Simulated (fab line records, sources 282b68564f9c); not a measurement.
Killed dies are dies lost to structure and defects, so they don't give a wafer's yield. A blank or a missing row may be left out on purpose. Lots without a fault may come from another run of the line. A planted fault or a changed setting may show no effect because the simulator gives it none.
Split-lot experiment | flow rit_cmos | 5 lots, 15 wafers read, on a route of 202 steps

THE SPLIT
At RIT_M1_METAL_ETCH_12 (etches Al in Cl2/BCl3, stops on SiO2, time 165 s, target depth 600 nm), the setting time_s was moved away from the recipe's 165 s on 2 of the 15 wafers read, by +7.7% to +11.6%. The other wafers ran this setting at the recipe's value.

The reading is taken at the split's own step.

THE READING
NOVOLAK_of_M1_COAT_04.thk_nm (the simulator's own value, which no gauge read), in nm, at RIT_M1_METAL_ETCH_12 (etches Al in Cl2/BCl3, stops on SiO2, time 165 s, target depth 600 nm). The file gives no usual value for it. The 13 wafers here that ran the recipe average 810.1 nm, standard deviation 8.8 nm.

wafer  | tool, chamber at the split | time_s as run, s | against the recipe | NOVOLAK_of_M1_COAT_04.thk_nm, nm | against lot-mates on the recipe
L075.1 | rie_metal-01, 0            | 165              | recipe             | 790.9                            | -
L075.3 | rie_metal-01, 0            | 184.1            | +11.6%             | 756.2                            | -40.7
L075.4 | rie_metal-01, 1            | 165              | recipe             | 802.9                            | -
L076.1 | rie_metal-04, 1            | 165              | recipe             | 821.6                            | -
L076.2 | rie_metal-04, 0            | 165              | recipe             | 818.2                            | -
L076.3 | rie_metal-04, 1            | 165              | recipe             | 815.3                            | -
L076.4 | rie_metal-04, 0            | 165              | recipe             | 820.8                            | -
L076.6 | rie_metal-04, 0            | 165              | recipe             | 817.3                            | -
L081.1 | rie_metal-01, 1            | 165              | recipe             | 811.1                            | -
L081.4 | rie_metal-01, 0            | 165              | recipe             | 798.6                            | -
L082.1 | rie_metal-04, 0            | 165              | recipe             | 812.7                            | -
L082.3 | rie_metal-04, 0            | 165              | recipe             | 806.7                            | -
L082.5 | rie_metal-04, 0            | 165              | recipe             | 811.1                            | -
L083.3 | rie_metal-03, 0            | 177.7            | +7.7%              | 781.4                            | -22.5
L083.5 | rie_metal-03, 0            | 165              | recipe             | 803.9                            | -

THE FIT
A straight line over all 15 wafers: NOVOLAK_of_M1_COAT_04.thk_nm changes by -4.38 nm for each +1% of time_s; r = -0.87; the points scatter about the line by 8.9 nm.
The same after taking each lot's own level away (the mean of its wafers on the recipe; 15 wafers): -3.34 nm for each +1%; r = -0.95; scatter 4 nm.
On that fit, the largest move of time_s shifts the reading by 39 nm.
The lots' own levels span 796.90 to 818.64 nm, that is 2.5 times the standard deviation above.
So the lot-to-lot level changes the slope: the two fits differ.
Check: with one of the wafers moved furthest among these (+11.6%) left out of the fit, the line predicts -33.8 nm for it against its lot-mates. It came out at -40.7 nm against them.
Tool readings at the split's step, against how far the setting was moved: oes_product_au r = +0.16.

THE FILE'S OWN FIT
NOVOLAK_of_M1_COAT_04.thk_nm changes by -3.37 nm for each +1% of time_s, r = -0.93.
